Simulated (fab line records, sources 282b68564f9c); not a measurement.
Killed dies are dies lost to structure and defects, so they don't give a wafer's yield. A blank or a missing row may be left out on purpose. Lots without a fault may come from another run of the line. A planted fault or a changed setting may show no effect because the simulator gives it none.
fab line records | flow rit_cmos
record lots=14 wafers=42 last_day=8
route steps=202 shown NSD@139 M1@202
lots that met no fault: from a run of the same line without faults
start_h: hours from the record's first day to the start of the lot's first wafer shown | wait_h: hours since the lot's step before | " the same as in the row above | L1.1+2: a row that stands for several wafers | - no value, or no start given | * or withheld: withheld | < > ~ a bound
route shown NAME@n: a module of which the file shows steps, and the number in the route of the first | usual: mean/standard deviation of fault-free wafers | same: alike in all rows | chamber/n: place in a boat | sites: the reading at each site | _std_site: their standard deviation | _edge_site: outer sites' mean less inner sites' | radius_mm: how far each site lies from the wafer's centre | mask NAME#n: copy n | behind: the tool/chamber that last shaped the wafer | hold: why the lot was held/for how many hours/how that ended | device: the transistor (n, p or np) that didn't switch | end of line: the same wafers' tests at the end of the route | a step without rows: its recipe alone | killed: dies lost to structure and defects at the first sort, not the wafer's yield | map: a wafer's dies, x killed, . not, _ none there
set.NAME: the setting as run; set.NAME@STEP: as run at that earlier step | model.NAME: the simulator's own value behind a step, which no gauge read
steps of the route over a sample of lots; a table a step, a row a wafer
services: from which hour (start_h, from the record's first day; less than 0 if before it) a tool's chamber was out of use, for how many hours, and why
## steps
# step RIT_NSD_IMPLANT_08
# recipe species=P energy_kev=25 dose_cm2=1e+15 tilt_deg=7
# usual dose_ions_cm2=1.0003e+15/1e+12 end_station_pressure_torr=7.4e-06/3.8e-07 faraday_current_uA=3138/55 tilt_deg=7.001/0.021
# columns lot.wafer tool chamber start_h wait_h dose_ions_cm2 end_station_pressure_torr faraday_current_uA tilt_deg
L563.2 implanter-04 0 55.14 0.1 1.0012e+15 7.2e-06 3155 7.006
L563.4 " 0 " " 9.99e+14 7.8e-06 3135 7.009
L563.6 " 0 " " 9.991e+14 7e-06 3153 7.024
L564.1 implanter-02 0 58.93 0.1 9.982e+14 7.5e-06 3170 6.976
L564.5 " 0 " " 9.985e+14 7.2e-06 3064 7.007
L564.6 " 0 " " 9.999e+14 7.4e-06 3126 6.992
L565.2 implanter-02 0 64.83 0.1 1.0012e+15 7.7e-06 3074 6.966
L565.3 " 0 " " 1.0002e+15 7.5e-06 3161 6.996
L565.6 " 0 " " 1.0003e+15 7.6e-06 3040 6.972
L566.1 implanter-04 0 74.38 0.1 1.0019e+15 7e-06 3231 7.059
L566.2 " 0 " " 1.0008e+15 7.7e-06 3085 7.015
L566.6 " 0 " " 1.0004e+15 7.3e-06 3063 7.024
L567.2 implanter-04 0 76.31 0.1 1e+15 7.7e-06 3143 6.978
L567.5 " 0 " " 9.992e+14 7.7e-06 3264 7.005
L567.6 " 0 " " 1.001e+15 7.7e-06 3092 6.992
L569.1 implanter-02 0 84.85 0.1 1.875e+15 1.01e-05 5899 6.990
L569.4 " 0 " " 1.875e+15 9.6e-06 5739 6.990
L569.5 " 0 " " 1.8738e+15 9.3e-06 5872 7.004
L574.1 implanter-02 0 117.89 0.1 1.8762e+15 1e-05 5708 7.018
L574.4 " 0 " " 1.8735e+15 1.01e-05 5780 7.024
L574.6 " 0 " " 1.8732e+15 8.8e-06 5957 6.996
L575.1 implanter-03 0 119.90 0.1 1.0002e+15 6.9e-06 3226 7.005
L575.4 " 0 " " 1.0002e+15 7.5e-06 3098 7.010
L575.5 " 0 " " 1.0017e+15 7.1e-06 3178 7.006
L578.2 implanter-03 0 136.77 0.1 1.0007e+15 7.4e-06 3138 6.994
L578.4 " 0 " " 1.0006e+15 7.1e-06 3154 6.986
L578.6 " 0 " " 1e+15 7.2e-06 3116 6.991
L580.1 implanter-04 0 140.20 0.1 1.0004e+15 6.8e-06 3140 7.008
L580.3 " 0 " " 9.996e+14 7.4e-06 3072 6.987
L580.5 " 0 " " 1.0006e+15 7.4e-06 3077 6.992
L581.3 implanter-03 0 149.03 0.1 1.001e+15 7.7e-06 3162 7.011
L581.5 " 0 " " 1e+15 7.7e-06 3111 6.979
L581.6 " 0 " " 9.996e+14 7.4e-06 3128 6.987
L582.2 implanter-04 0 154.23 0.1 9.998e+14 8e-06 3209 7.025
L582.3 " 0 " " 9.996e+14 7.3e-06 3166 7.011
L582.5 " 0 " " 1.0002e+15 7.5e-06 3148 7.006
L584.1 implanter-02 0 168.27 0.1 9.991e+14 7.4e-06 3154 6.985
L584.3 " 0 " " 1.0002e+15 7.4e-06 3067 6.993
L584.6 " 0 " " 9.99e+14 7.5e-06 3059 7.010
L585.3 implanter-03 0 170.86 0.1 9.994e+14 7.8e-06 3126 6.998
L585.4 " 0 " " 1.001e+15 7e-06 3131 6.997
L585.6 " 0 " " 1.0003e+15 7.3e-06 3092 7.018
# step RIT_NSD_TW_MEAS_10
# usual NSD_TW=3100/27
# columns lot.wafer tool chamber start_h wait_h NSD_TW
L563.2 film_metro-02 - 55.45 0.1 3090
L563.4 " - " " 3069
L563.6 " - " " 3080
L564.1 film_metro-01 - 59.25 0.1 3122
L564.5 " - " " 3124
L564.6 " - " " 3112
L565.2 film_metro-01 - 65.14 0.1 3097
L565.3 " - " " 3150
L565.6 " - " " 3139
L566.1 film_metro-02 - 74.71 0.1 3089
L566.2 " - " " 3074
L566.6 " - " " 3070
L567.2 film_metro-02 - 76.62 0.1 3092
L567.5 " - " " 3075
L567.6 " - " " 3072
L569.1 film_metro-02 - 85.18 0.1 3469
L569.4 " - " " 3433
L569.5 " - " " 3450
L574.1 film_metro-02 - 118.22 0.1 3436
L574.4 " - " " 3443
L574.6 " - " " 3453
L575.1 film_metro-01 - 120.22 0.1 3108
L575.4 " - " " 3117
L575.5 " - " " 3124
L578.2 film_metro-02 - 137.08 0.1 3076
L578.4 " - " " 3085
L578.6 " - " " 3096
L580.1 film_metro-02 - 140.52 0.1 3080
L580.3 " - " " 3079
L580.5 " - " " 3069
L581.3 film_metro-03 - 149.33 0.1 3125
L581.5 " - " " 3135
L581.6 " - " " 3127
L582.2 film_metro-01 - 154.54 0.1 3085
L582.3 " - " " 3100
L582.5 " - " " 3095
L584.1 film_metro-01 - 168.59 0.1 3111
L584.3 " - " " 3124
L584.6 " - " " 3104
L585.3 film_metro-03 - 171.15 0.1 3139
L585.4 " - " " 3127
L585.6 " - " " 3133
# step RIT_SDANNEAL_RS_MEAS_05
# recipe thk_meas_gauge=four-point-probe
# usual NSD_RS=84.50/0.28
# columns lot.wafer tool chamber start_h wait_h NSD_RS[ohm/sq]
L563.2 film_metro-03 - 57.48 0.1 84.39
L563.4 " - " " 84.51
L563.6 " - " " 84.67
L564.1 film_metro-02 - 61.40 0.1 85.09
L564.5 " - " " 84.61
L564.6 " - " " 84.72
L565.2 film_metro-03 - 67.30 0.1 84.10
L565.3 " - " " 83.89
L565.6 " - " " 83.96
L566.1 film_metro-02 - 76.92 0.1 84.77
L566.2 " - " " 84.94
L566.6 " - " " 84.65
L567.2 film_metro-03 - 78.65 0.1 84.48
L567.5 " - " " 84.27
L567.6 " - " " 84.56
L569.1 film_metro-02 - 87.20 0.1 54.15
L569.4 " - " " 54.14
L569.5 " - " " 54.18
L574.1 film_metro-02 - 120.27 0.1 54.16
L574.4 " - " " 54.14
L574.6 " - " " 54.23
L575.1 film_metro-02 - 122.26 0.1 84.84
L575.4 " - " " 84.70
L575.5 " - " " 84.88
L578.2 film_metro-03 - 139.25 0.1 84.50
L578.4 " - " " 84.20
L578.6 " - " " 84.19
L580.1 film_metro-01 - 143.08 0.1 84.78
L580.3 " - " " 85.04
L580.5 " - " " 85.02
L581.3 film_metro-03 - 151.60 0.1 84.32
L581.5 " - " " 84.23
L581.6 " - " " 84.62
L582.2 film_metro-03 - 156.61 0.1 84.58
L582.3 " - " " 84.62
L582.5 " - " " 84.56
L584.1 film_metro-01 - 170.95 0.1 84.46
L584.3 " - " " 84.50
L584.6 " - " " 84.38
L585.3 film_metro-02 - 173.20 0.1 84.53
L585.4 " - " " 84.56
L585.6 " - " " 84.84
# step RIT_M1_PROBE_99
# usual killed_at_M0_to_M3=0.0/0.083 killed_at_contacts=0.1/0.23 killed_at_front_end=7/3.1 killed_dies=7/3.1 killed_on_rim=1.8/1.4 killed_open=3.3/2 killed_short=3.6/1.9
# same gross_dies=264 killed_at_M4_up=0 killed_at_back_side=0 killed_at_other=0
# columns lot.wafer tool chamber start_h wait_h killed_at_M0_to_M3 killed_at_contacts killed_at_front_end killed_dies killed_on_rim killed_open killed_short
L575.1 prober-01 - 129.38 0.1 0 0 6 6 2 2 4
L575.4 prober-01 - 129.53 0.2 0 0 6 6 2 4 2
L575.5 prober-01 - 129.58 0.2 0 0 3 3 0 1 2
L582.2 prober-02 - 163.89 0.1 0 0 6 6 4 4 2
L582.3 prober-02 - 163.94 0.2 0 0 9 9 2 4 5
L582.5 prober-02 - 164.04 0.2 0 0 8 8 1 2 6
# killed by level:class
L575.1 REOX:geometric_particle:short=2 FOX1:geometric_particle:short=1 FOX2:geometric_particle:short=1 FOX2:geometric_particle:open=1 REOX:geometric_particle:open=1
L575.4 GATE:geometric_particle:open=4 GATE:geometric_particle:short=2
L575.5 FOX2:geometric_particle:short=2 GATE:geometric_particle:open=1
L582.2 FOX1:geometric_particle:open=2 FOX2:geometric_particle:open=1 GATE:geometric_particle:short=1 GATE:geometric_particle:open=1 REOX:geometric_particle:short=1
L582.3 FOX2:geometric_particle:short=2 GATE:geometric_particle:open=2 FOX1:geometric_particle:open=1 FOX1:geometric_particle:short=1 FOX2:geometric_particle:open=1 GATE:geometric_particle:short=1 SILICIDE:geometric_particle:short=1
L582.5 REOX:geometric_particle:short=3 FOX2:geometric_particle:short=2 FOX1:geometric_particle:short=1 GATE:geometric_particle:open=1 SILICIDE:geometric_particle:open=1
## services
# columns tool chamber start_h hours kind
implanter-02 - 53.76 1.7 repair
implanter-04 - 99.05 1.7 repair
implanter-04 - 107.57 3.0 repair
implanter-03 - 113.26 1.9 repair
## key
first_sign step=RIT_NSD_IMPLANT_08 reading=dose_ions_cm2 direction=up sigmas=99+ usual=1.0003e+15 struck=1.8744e+15
effect step=RIT_NSD_IMPLANT_08 reading=faraday_current_uA direction=up sigmas=49 usual=3138 struck=5826
effect step=RIT_NSD_TW_MEAS_10 reading=NSD_TW direction=up sigmas=13 usual=3100 struck=3447
effect step=RIT_SDANNEAL_RS_MEAS_05 reading=NSD_RS direction=down sigmas=99+ usual=84.50 struck=54.17
met_at RIT_NSD_IMPLANT_08
struck_lots L569,L574
tester_left_out L569,L574
onset_between 64.83 84.85
fault kind=process_parameter_drift tool=implanter-02 chamber=- onset_h=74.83 steps=RIT_NSD_IMPLANT_08 channel=dose_cm2 offset=8.746e+14 shape=step end_h=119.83 acts_in=these_recipes_only stated=1e+15
# tester_left_out: of these lots the tester's yield and bins aren't shown, on N5 and GAA mostly nor the transistor test; their killed dies are dies lost to structure and defects alone, not to doping, threshold or leakage, so they don't give the yield
